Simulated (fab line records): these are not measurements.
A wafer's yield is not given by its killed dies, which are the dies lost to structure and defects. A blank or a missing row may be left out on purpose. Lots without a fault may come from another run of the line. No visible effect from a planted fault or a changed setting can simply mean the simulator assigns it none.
8D (eight disciplines) problem report, filled in by code | flow rit cmos | the parts of the form that need people (team, actions taken, sign-off) are left out

== 1. PROBLEM STATEMENT ==
At RIT_SILICIDE_RTA_04, wafer_temp_C_max averages 627.6 over 6 wafers from 2 lots, while fault-free wafers read 652.2, standard deviation 0.52. Measured from the usual mean, that is -47 standard deviations.
The step: time 10 s, ramp up 5 s, ramp down 5 s.
First observed at day 6 11:39: wafer L695.1, on rtp anneal-02. Wafers with a number at this step in the record: 42, from 14 lots. Rule for "out", or "out of limits": more than 4 standard deviations from the usual mean. Any other wafer with a number is counted as sound.

== 2. WHAT IT IS AND WHAT IT IS NOT ==
question                    | is                     | is not
which readings at this step | wafer_temp_C_max       | -
which lots                  | L695, L697             | L680, L681, L682, L683, L684, L686, L688, L689, L691, L693, L700, L702
which wafers of those lots  | all that have a number | -
read on which tools         | rtp anneal-02          | rtp anneal-01
when                        | from day 6 11:39       | up to then (30 sound wafers); but 6 sound wafers of L700, L702 came after

== 3. SUSPECTS, AND WHAT RULES EACH OUT ==
Counting: a tool at a process step up to the reading stays a suspect if it ran every lot that is out and no sound lot after the first of them.
- rtp anneal-02 at RIT_SILICIDE_RTA_04 (time 10 s, ramp up 5 s, ramp down 5 s): kept. Every lot that is out went through it, starting with L695 (day 6 11:39), and after that it ran no sound lot; the last sound lot it ran before then is L693 (day 6 00:35). Out on those wafers are its own readings of wafer_temp_C_max.
Remaining after the count: rtp anneal-02 at RIT_SILICIDE_RTA_04.

== 4. THE CAUSE (what the simulator had put in) ==
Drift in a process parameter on rtp anneal-02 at RIT_SILICIDE_RTA_04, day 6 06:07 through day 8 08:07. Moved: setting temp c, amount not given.
After counting, this tool was the only one left.

== 5. THE CHAIN OF EFFECTS, in route order ==
Rows list readings where the struck wafers' mean (over those with a number) sits beyond 3 standard deviations from the usual. Scope: only readings with a usual standard deviation given in the record; hours: median across lots of the time from each lot's start at the first step in this table that gives one to its start at this step; sigmas: change in usual standard deviations.
hours | step                | reading          | usual | on struck wafers | change | sigmas
0     | RIT_SILICIDE_RTA_04 | wafer_temp_C_max | 652.2 | 627.6            | -24.6  | -47
The process steps in it:
- RIT_SILICIDE_RTA_04: time 10 s, ramp up 5 s, ramp down 5 s.

== 6. WHAT WOULD HAVE CAUGHT IT SOONER ==
6 hours passed between the start of the fault at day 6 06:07 and the first reading out of limits in this record, taken at day 6 11:39.
